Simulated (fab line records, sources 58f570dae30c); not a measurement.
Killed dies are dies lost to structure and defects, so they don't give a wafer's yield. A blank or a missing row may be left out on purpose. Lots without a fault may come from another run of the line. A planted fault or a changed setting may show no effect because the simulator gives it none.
Chamber matching | flow berkeley_cmos170 | UCB170_SPACER_ETCHBACK_03 on rie_diel-04: 4 sister chambers
The step etches SiO2 in CHF3/CF4/Ar, stops on Si, target depth 376 nm, time 100 s. 4 wafers are shown with their chamber, then 6 later ones without.

WAFERS WITH THEIR CHAMBER
wafer  | chamber | drypump_motor_current_A (A)
L642.3 | 1       | 6.3
L647.4 | 0       | 6.0
L648.3 | 2       | 6.3
L648.4 | 3       | 5.3

WAFERS WITHOUT THEIR CHAMBER
wafer  | drypump_motor_current_A (A)
L648.6 | 6.3
L649.2 | 6.4
L649.5 | 6.4
L656.1 | 5.9
L656.4 | 5.3
L656.5 | 6.4

WHICH CHAMBER EACH WENT THROUGH
wafer  | from the rows above     | in truth
L648.6 | can't be placed: 1 or 2 | 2
L649.2 | can't be placed: 1 or 2 | 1
L649.5 | can't be placed: 1 or 2 | 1
L656.1 | 0                       | 0
L656.4 | 3                       | 3
L656.5 | can't be placed: 1 or 2 | 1
Placed correctly: 2 of 6. Can't be placed from these rows: 4 (the true chamber is among the candidates in 4). Placed wrongly: 0.
How it was worked out, from the rows above alone: a wafer's distance from a chamber is the root of the sum, over the readings, of the square of ((its reading less the chamber's mean) divided by the reading's scatter). The wafer belongs to the nearest chamber; if the next one is less than 2 further off, it can't be placed. A chamber's mean is the mean of its shown wafers. The scatter: with one shown wafer a chamber, the root of the mean of the squares of how far each hidden wafer lies from its nearest shown one.
